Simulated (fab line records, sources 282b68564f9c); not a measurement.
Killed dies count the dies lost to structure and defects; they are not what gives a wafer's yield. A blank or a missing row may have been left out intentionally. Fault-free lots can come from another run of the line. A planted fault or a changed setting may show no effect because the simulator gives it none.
Struck lot and sound lot, side by side	flow ritCmos	15 out of 202 route steps
Sound: these wafers, L176.1, L176.4, L176.6. Wafers struck: L182.1, L182.2, L182.4. The cause is given at the end.
Order at every step that has rows: each side's tool, ch and its chambers, its first start. Under that, the readings that differ: sound wafers	struck wafers	difference of the means	sigmas: that difference in standard deviations of wafers without a fault.
alike: readings with means less than 2 such deviations apart, plus words and numbers identical on both sides. not compared: withheld readings, readings lacking a value on some wafer, bounds such as >300 that could conceal the same value, and numbers that have no deviation in the record and whose values overlap.
Wherever a step has rows on one side only, a row that says differs or no value, or a row with sigmas, the two part there. Non-overlapping numbers with no deviation appear without sigmas and do not part them. Lack of a reading on every wafer of one side parts them only where that side has two or more wafers.

first, 5 steps without rows for these wafers: RIT_NLDD_COAT_01 (resist thk 1000 nm); RIT_NLDD_SOFTBAKE_02 (time 60 s); RIT_NLDD_EXPOSE_03 (exposes mask M7, target cd 40700 nm); RIT_NLDD_PEB_04; RIT_NLDD_DEVELOP_05 (develop time 50 s).
RIT_NLDD_OVL_MEAS_06:
  struck on overlay-01, day 4 11:57; sound on overlay-01, day 3 07:13
  alike: NLDD_OVL
then, 2 steps without rows for these wafers: RIT_NLDD_HARDBAKE_07 (time 60 s); RIT_NLDD_IMPLANT_08.
RIT_NLDD_STRIP_09: strips in O2, time 180 s.
  sound on plasmaAsher-02 ch 0,1, day 3 07:34; struck on plasmaAsher-01 ch 0,1, day 4 12:17
reading	sound	struck	difference	sigmas
chamberPressureMTorr (mTorr)	4000 4000 4005	3999 4000 3975	-10	-3
  alike: drypumpMotorCurrentA, rfReflPowerW
  not compared: rfHoursCounterH
RIT_NLDD_TW_MEAS_10:
  struck on filmMetro-03, day 4 12:28; sound on filmMetro-01, day 3 07:44
  alike: NLDD_TW
then, 2 steps without rows for these wafers: RIT_PLDD_HMDS_00 (prime time 60 s); RIT_PLDD_COAT_01 (resist thk 1000 nm).
RIT_PLDD_SOFTBAKE_02: time 60 s.
  sound on lithoTrack-01 ch 0, day 3 08:05; struck on lithoTrack-01 ch 0, day 4 12:49
reading	sound	struck	difference	sigmas
runLengthS (s)	89.19 89.26 89.07	94.43 94.35 94.35	+5.20	+40
  alike: resistLineTempC
then, 1 step without rows for these wafers: RIT_PLDD_EXPOSE_03 (exposes mask M8, target cd 40900 nm).
RIT_M1_PROBE_99:
  struck on prober-02, day 5 04:48; sound on prober-02, day 4 01:38
  alike: killedAtContacts, killedAtFrontEnd, killedDies, killedOpen, killedShort

## WHERE THEY PART
Last at RIT_PLDD_SOFTBAKE_02 as far as this record goes, first at RIT_NLDD_STRIP_09. Later steps at which nothing parts them and some readings are alike: RIT_M1_PROBE_99.

WHY: what the simulator had put in
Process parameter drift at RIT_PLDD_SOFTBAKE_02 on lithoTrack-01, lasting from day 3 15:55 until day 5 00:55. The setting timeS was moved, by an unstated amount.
